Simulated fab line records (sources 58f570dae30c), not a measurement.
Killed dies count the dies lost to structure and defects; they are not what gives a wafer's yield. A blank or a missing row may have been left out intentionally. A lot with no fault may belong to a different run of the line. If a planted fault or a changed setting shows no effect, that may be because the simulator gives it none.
A struck lot beside a sound one + flow berkeleyCmos170 + 14 out of 331 route steps
Sound: wafers L799.3, L799.5, L799.6. The struck wafers were L798.4, L798.5, L798.6. The cause is given at the end.
Order at every step that has rows: each side's tool, ch and its chambers, its first start. Under that, the readings that differ: sound wafers + struck wafers + difference of the means + sigmas: that difference in standard deviations of wafers without a fault.
alike: readings whose means differ by less than 2 such deviations, and words and numbers that are the same on both sides. not compared: withheld readings, readings that some wafer has no value for, bounds like >300 that may hide the same value, and numbers for which the record gives no deviation and whose values overlap.
Wherever a step has rows on one side only, a row that says differs or no value, or a row with sigmas, the two part there. When numbers do not overlap yet have no deviation, they are printed without sigmas and do not part them. Lack of a reading on every wafer of one side parts them only where that side has two or more wafers.

first, 3 steps without rows for these wafers: UCB170_ACTIVE_CLEAN_00 (cleans in SPM, time 600 s); UCB170_ACTIVE_CLEAN_01 (cleans in dHF, time 60 s); UCB170_ACTIVE_OXIDATION_02 (target thk 26.4 nm, ox time 1260 s).
UCB170_ACTIVE_THK_MEAS_03:
  sound: filmMetro-03 at day 7 08:05; struck: filmMetro-01 at day 7 05:14
  alike: ACTIVE_OXIDE_THK
then, 2 steps without rows for these wafers: UCB170_ACTIVE_ANNEAL_04 (time 900 s); UCB170_ACTIVE_CVD_05 (deposits Si3N4 from SiH2Cl2/NH3, target thk 220 nm, time 3300 s).
UCB170_ACTIVE_THK_MEAS_06:
  sound: filmMetro-02 at day 7 14:05; struck: filmMetro-02 at day 7 10:25
  alike: ACTIVE_NITRIDE_THK
then, 5 steps without rows for these wafers: UCB170_ACTIVE_HMDS_07 (prime time 60 s); UCB170_ACTIVE_COAT_08 (resist thk 900 nm); UCB170_ACTIVE_SOFTBAKE_09 (time 60 s); UCB170_ACTIVE_EXPOSE_10 (exposes mask ACTIVE, target cd 1200 nm); UCB170_ACTIVE_PEB_11.
UCB170_ACTIVE_DEVELOP_12: develop time 45 s.
  sound on lithoTrack-02 ch 0, day 7 14:00; struck on lithoTrack-01, day 7 11:00
  no value came back on the struck wafers for chillPlateTempC (C), developTimeS (s); on the sound wafers chillPlateTempC (C) reads 23.12 22.93 22.94
| reading                                | sound           | struck            | difference | sigmas |
|----------------------------------------|-----------------|-------------------|------------|--------|
| model.KrF_of_ACTIVE_COAT_08.thkNm (nm) | 882.6 881.9 883 | 898.4 900.5 897.9 | +16.4      |        |
UCB170_ACTIVE_CD_MEAS_13 targets a cd of 1200 nm.
  sound: cdSem-01 at day 7 15:07; struck: cdSem-01 at day 7 11:47
| reading   | sound                | struck | difference                    | sigmas |
|-----------|----------------------|--------|-------------------------------|--------|
| cdNm (nm) | 1199.7 1201.2 1200.1 | - - -  | no value on the struck wafers |        |

WHERE THEY PART
First at UCB170_ACTIVE_DEVELOP_12; last, within this record, at UCB170_ACTIVE_CD_MEAS_13.

WHY: whatever the simulator had introduced
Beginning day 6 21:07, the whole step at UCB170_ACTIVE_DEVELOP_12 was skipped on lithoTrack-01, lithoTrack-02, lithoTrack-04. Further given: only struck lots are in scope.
